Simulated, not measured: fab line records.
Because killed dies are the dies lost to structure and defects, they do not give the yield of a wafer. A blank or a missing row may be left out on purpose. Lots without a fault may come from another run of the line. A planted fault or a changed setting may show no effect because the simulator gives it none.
fab line records ; flow berkeleyCmos170 ; part 2 of 2: steps 29 to 40 of 40
record lots=5; wafers=15; lastDay=12
route steps=331 shown M2@288 V2@292 M3@309
lots untouched by any fault: they come from a run of this same line in which no faults occurred
startH: the number of hours between the record's first day and the start of the first shown wafer of the lot ; waitH: time in hours since the lot's previous step ; " identical to the entry in the row above ; L1.1+2: a row that stands for several wafers ; - no value present, or no start provided ; * or withheld: withheld ; < > ~ a bound
route shown NAME@n: a module of which the file shows steps, and the number in the route of the first ; usual: mean/standard deviation of fault-free wafers ; same: alike in all rows ; chamber/n: place in a boat ; sites: readings site by site ; _std_site: standard deviation of those values ; _edge_site: the outer-site mean with the inner-site mean subtracted ; radiusMm: for every site, how far away it sits from the centre of the wafer ; mask NAME#n: copy n ; behind: the most recent tool/chamber to have shaped the wafer ; hold: reason for holding the lot/hours on hold/outcome of the hold ; device: whichever transistor did not switch (one of n, p or np) ; end of line: tests of these same wafers at the route's end ; a step without rows: its recipe alone ; killed: count of dies lost to structure and defects at first sort (not the wafer's yield) ; map: per-die view of a wafer (x killed, . not killed, _ where there is no die)
set.NAME: the setting as run; set.NAME@STEP: as run at that earlier step ; model.NAME: the simulator's own value behind a step, which no gauge read
lots at selected steps of the route; one table per step, one row per wafer
services: a tool's chamber out of use, with start hour (startH, from the record's first day; less than 0 if before it), hours out, and reason
## steps
# step UCB170_M3_STRIP_07
# recipe chemistry=O2; powerW=400; pressureMtorr=3500; platenTempC=withheld; o2FlowSccm=400; overashFraction=0.5
# usual drypumpMotorCurrentA=5.8/0.6; oesProductAu=0.734/0.0044; stripTimeToEndpointS=21.99/0.063
lot.wafer;tool;chamber;startH;waitH;drypumpMotorCurrentA;oesProductAu;rfHoursCounterH;stripTimeToEndpointS
L074.2;plasmaAsher-02;0;160.74;0.1;5.8;0.736;5;21.88
L074.4;plasmaAsher-02;1;160.74;0.1;6.5;0.733;-;21.93
L074.5;plasmaAsher-02;1;160.74;0.1;6.5;0.740;-;21.96
L086.2;plasmaAsher-03;1;226.51;0.1;5.0;0.731;39;22.05
L086.3;plasmaAsher-03;1;226.51;0.1;5.0;0.733;-;22.05
L086.6;plasmaAsher-03;0;226.51;0.1;6.5;0.736;-;22.03
L090.2;plasmaAsher-01;1;246.80;0.1;5.5;0.738;57;21.93
L090.4;plasmaAsher-01;0;246.80;0.1;5.1;0.741;-;21.99
L090.6;plasmaAsher-01;0;246.80;0.1;5.1;0.740;-;21.96
L095.1;plasmaAsher-03;1;271.19;0.1;5.0;0.735;44;21.91
L095.4;plasmaAsher-03;0;271.19;0.1;6.5;0.738;-;21.89
L095.5;plasmaAsher-03;1;271.19;0.1;5.0;0.733;-;21.94
L097.2;plasmaAsher-01;0;288.74;0.1;5.1;0.739;63;22.08
L097.4;plasmaAsher-01;0;288.74;0.1;5.1;0.731;-;21.98
L097.6;plasmaAsher-01;0;288.74;0.1;5.1;0.732;-;22.04
# step UCB170_M3_STRIP_08
# recipe chemistry=DMSO; tempC=80; timeS=600; material=KrF
# usual bathHeatDutyPct=17.3/1.6
lot.wafer;tool;chamber;startH;waitH;bathHeatDutyPct
L074.2;wetBench-02;1;160.84;0.1;16.9
L074.4;wetBench-02;1;160.84;0.1;17.0
L074.5;wetBench-02;1;160.84;0.1;16.6
L086.2;wetBench-02;1;226.61;0.1;18.1
L086.3;wetBench-02;1;226.61;0.1;17.1
L086.6;wetBench-02;1;226.61;0.1;17.8
L090.2;wetBench-02;1;246.95;0.1;17.0
L090.4;wetBench-02;1;246.95;0.1;16.9
L090.6;wetBench-02;1;246.95;0.1;16.6
L095.1;wetBench-02;2;271.43;0.2;17.4
L095.4;wetBench-02;2;271.43;0.2;16.2
L095.5;wetBench-02;2;271.43;0.2;16.1
L097.2;wetBench-02;1;289.31;0.5;15.3
L097.4;wetBench-02;1;289.31;0.5;17.2
L097.6;wetBench-02;1;289.31;0.5;19.0
# step UCB170_M3_COAT_09
# recipe resist=BARC; tempC=withheld; timeS=withheld; spinRpm=3000; resistThkNm=withheld
lot.wafer;tool;chamber;startH;waitH
L074.2+4+5;lithoTrack-02;0;161.32;0.3
L086.2+3+6;lithoTrack-02;0;227.09;0.3
L090.2+4+6;lithoTrack-04;0;247.29;0.2
L095.1+4+5;lithoTrack-01;0;271.92;0.3
L097.2+4+6;lithoTrack-01;0;289.75;0.0
# step UCB170_M3_COAT_10
# recipe resist=KrF; spinRpm=1500; resistThkNm=900
lot.wafer;tool;chamber;startH;waitH
L074.2+4+5;lithoTrack-02;0;-;-
L086.2+3+6;lithoTrack-02;0;-;-
L090.2+4+6;lithoTrack-04;0;-;-
L095.1+4+5;lithoTrack-01;0;-;-
L097.2+4+6;lithoTrack-01;0;-;-
# step UCB170_M3_SOFTBAKE_11
# recipe resist=KrF; tempC=130; timeS=60
lot.wafer;tool;chamber;startH;waitH
L074.2+4+5;lithoTrack-02;0;-;-
L086.2+3+6;lithoTrack-02;0;-;-
L090.2+4+6;lithoTrack-04;0;-;-
L095.1+4+5;lithoTrack-01;0;-;-
L097.2+4+6;lithoTrack-01;0;-;-
# step UCB170_M3_EXPOSE_12
# recipe maskId=METAL3; targetCdNm=700; na=0.5; sigmaOuter=0.6; sourceShape=conventional; doseMj=26
# same na=0.5
lot.wafer;tool;chamber;startH;waitH;mask
L074.2+4+5;krfScanner-01;0;161.76;-;METAL3#0
L086.2+3+6;krfScanner-01;0;227.66;-;METAL3#0
L090.2+4+6;krfScanner-02;0;247.73;-;METAL3#0
L095.1+4+5;krfScanner-02;0;272.37;-;METAL3#0
L097.2+4+6;krfScanner-02;0;290.19;-;METAL3#0
# step UCB170_M3_PEB_13
# recipe pebTempC=130; pebTimeS=withheld; resist=KrF
lot.wafer;tool;chamber;startH;waitH
L074.2+4+5;lithoTrack-02;0;161.88;0.1
L086.2+3+6;lithoTrack-01;0;227.84;0.2
L090.2+4+6;lithoTrack-01;0;248.02;0.3
L095.1+4+5;lithoTrack-04;0;272.71;0.3
L097.2+4+6;lithoTrack-04;0;290.31;0.1
# step UCB170_M3_DEVELOP_14
# recipe developer=TMAH; developTimeS=45; resist=KrF; devTempC=21
lot.wafer;tool;chamber;startH;waitH
L074.2+4+5;lithoTrack-02;0;-;-
L086.2+3+6;lithoTrack-01;0;-;-
L090.2+4+6;lithoTrack-01;0;-;-
L095.1+4+5;lithoTrack-04;0;-;-
L097.2+4+6;lithoTrack-04;0;-;-
# step UCB170_M3_CD_MEAS_15
# recipe targetCdNm=700
# usual cdNm=700.0/1.7
lot.wafer;tool;chamber;startH;waitH;cdNm
L074.2;cdSem-01;-;162.15;-;697.8
L074.4;cdSem-01;-;162.15;-;696.6
L074.5;cdSem-01;-;162.15;-;697.2
L086.2;cdSem-01;-;228.17;-;703.1
L086.3;cdSem-01;-;228.17;-;701.8
L086.6;cdSem-01;-;228.17;-;704.1
L090.2;cdSem-01;-;248.29;-;701.3
L090.4;cdSem-01;-;248.29;-;701.4
L090.6;cdSem-01;-;248.29;-;701.8
L095.1;cdSem-01;-;273.01;-;701.0
L095.4;cdSem-01;-;273.01;-;702.7
L095.5;cdSem-01;-;273.01;-;702.9
L097.2;cdSem-02;-;290.58;-;700.4
L097.4;cdSem-02;-;290.58;-;700.5
L097.6;cdSem-02;-;290.58;-;699.9
# step UCB170_M3_OVL_MEAS_16
# usual M3_OVL=0/5
lot.wafer;tool;chamber;startH;waitH;M3_OVL[nm]
L074.2;overlay-02;-;162.26;0.1;4
L074.4;overlay-02;-;162.26;0.1;3
L074.5;overlay-02;-;162.26;0.1;-1
L086.2;overlay-02;-;228.27;0.1;-5
L086.3;overlay-02;-;228.27;0.1;8
L086.6;overlay-02;-;228.27;0.1;-1
L090.2;overlay-02;-;248.40;0.1;10
L090.4;overlay-02;-;248.40;0.1;-2
L090.6;overlay-02;-;248.40;0.1;-3
L095.1;overlay-02;-;273.13;0.1;-6
L095.4;overlay-02;-;273.13;0.1;2
L095.5;overlay-02;-;273.13;0.1;-5
L097.2;overlay-02;-;290.69;0.1;-10
L097.4;overlay-02;-;290.69;0.1;-2
L097.6;overlay-02;-;290.69;0.1;0
# step UCB170_M3_ETCH_17
# recipe chemistry=N2/H2; targetDepthA=withheld; overetchA=withheld; target=BARC; timeS=withheld; sourceW=500; biasW=100; pressureMtorr=30; n2FlowSccm=100; h2FlowSccm=200
# usual drypumpMotorCurrentA=5.8/0.37; oesProductAu=1.011/0.023; throttleValvePct=13.27/0.15
lot.wafer;tool;chamber;startH;waitH;drypumpMotorCurrentA;oesProductAu;throttleValvePct
L074.2;rieDiel-04;3;162.29;0.0;5.6;1.046;13.31
L074.4;rieDiel-04;3;162.29;0.0;5.6;1.050;13.30
L074.5;rieDiel-04;2;162.29;0.0;5.9;0.998;13.02
L086.2;rieDiel-04;1;228.30;0.0;6.2;1.036;13.47
L086.3;rieDiel-04;0;228.30;0.0;5.4;0.996;13.31
L086.6;rieDiel-04;3;228.30;0.0;5.6;1.050;13.30
L090.2;rieDiel-01;3;248.43;0.0;5.2;0.999;13.14
L090.4;rieDiel-01;1;248.43;0.0;6.0;1.000;13.38
L090.6;rieDiel-01;2;248.43;0.0;6.2;0.977;13.14
L095.1;rieDiel-02;1;273.17;0.0;6.1;1.027;13.21
L095.4;rieDiel-02;2;273.17;0.0;5.1;0.996;13.33
L095.5;rieDiel-02;3;273.17;0.0;5.7;1.047;13.30
L097.2;rieDiel-01;1;290.72;0.0;6.0;1.006;13.37
L097.4;rieDiel-01;0;290.72;0.0;6.0;1.037;13.24
L097.6;rieDiel-01;2;290.72;0.0;6.1;0.982;13.12
# step UCB170_M3_METAL_ETCH_18
# recipe chemistry=Cl2/BCl3; target=Al; stopOn=SiO2; pressureMtorr=12; targetDepthA=11700; overEtchFrac=0.3; timeS=195; icpW=600; biasW=120; Cl2_flow_sccm=90; bcl3FlowSccm=45
# usual drypumpMotorCurrentA=5.9/0.41; oesProductAu=0.855/0.014; throttleValvePct=24.39/0.18
lot.wafer;tool;chamber;startH;waitH;drypumpMotorCurrentA;oesProductAu;rfHoursCounterH;throttleValvePct
L074.2;rieMetal-02;1;162.33;-;5.7;0.879;6;24.12
L074.4;rieMetal-02;0;162.33;-;6.6;0.834;-;24.58
L074.5;rieMetal-02;0;162.33;-;6.6;0.838;-;24.58
L086.2;rieMetal-03;0;228.34;-;5.8;0.845;14;24.40
L086.3;rieMetal-03;0;228.34;-;5.8;0.836;-;24.40
L086.6;rieMetal-03;0;228.34;-;5.8;0.843;-;24.39
L090.2;rieMetal-02;0;248.47;-;6.6;0.855;13;24.59
L090.4;rieMetal-02;0;248.47;-;6.6;0.855;-;24.59
L090.6;rieMetal-02;1;248.47;-;5.7;0.881;-;24.12
L095.1;rieMetal-02;0;273.21;-;6.6;0.846;13;24.59
L095.4;rieMetal-02;1;273.21;-;5.7;0.882;-;24.12
L095.5;rieMetal-02;1;273.21;-;5.7;0.879;-;24.10
L097.2;rieMetal-02;1;290.76;-;5.7;0.875;10;24.12
L097.4;rieMetal-02;1;290.76;-;5.7;0.872;-;24.11
L097.6;rieMetal-02;1;290.76;-;5.6;0.873;-;24.12
## services
tool;chamber;startH;hours;kind
rieMetal-03;-;139.06;8.0;repair
plasmaAsher-04;-;150.88;0.5;repair
krfScanner-01;-;167.76;1.0;pm
rieDiel-02;0;167.86;4.2;repair
krfScanner-02;-;173.65;1.3;pm
rieDiel-02;2;185.89;5.7;repair
rieDiel-04;-;188.90;2.1;repair
krfScanner-01;-;191.54;1.3;pm
rieMetal-03;-;193.38;0.6;repair
krfScanner-02;-;193.81;4.4;pm
krfScanner-01;-;198.90;3.6;pm
rieDiel-02;-;200.88;0.9;repair
rieDiel-04;2;205.60;7.1;repair
cmp-01;-;218.66;0.5;repair
krfScanner-02;-;221.21;3.3;repair
cmp-01;-;232.00;4.0;pm
cmp-01;-;236.00;4.4;pm
krfScanner-02;-;257.33;0.8;pm
rieDiel-04;0;262.01;8.3;repair
rieDiel-04;3;263.32;9.2;repair
krfScanner-01;-;266.55;0.8;pm
rieDiel-04;1;271.20;6.3;repair
plasmaAsher-03;-;287.93;1.1;repair
krfScanner-01;-;288.07;0.4;repair
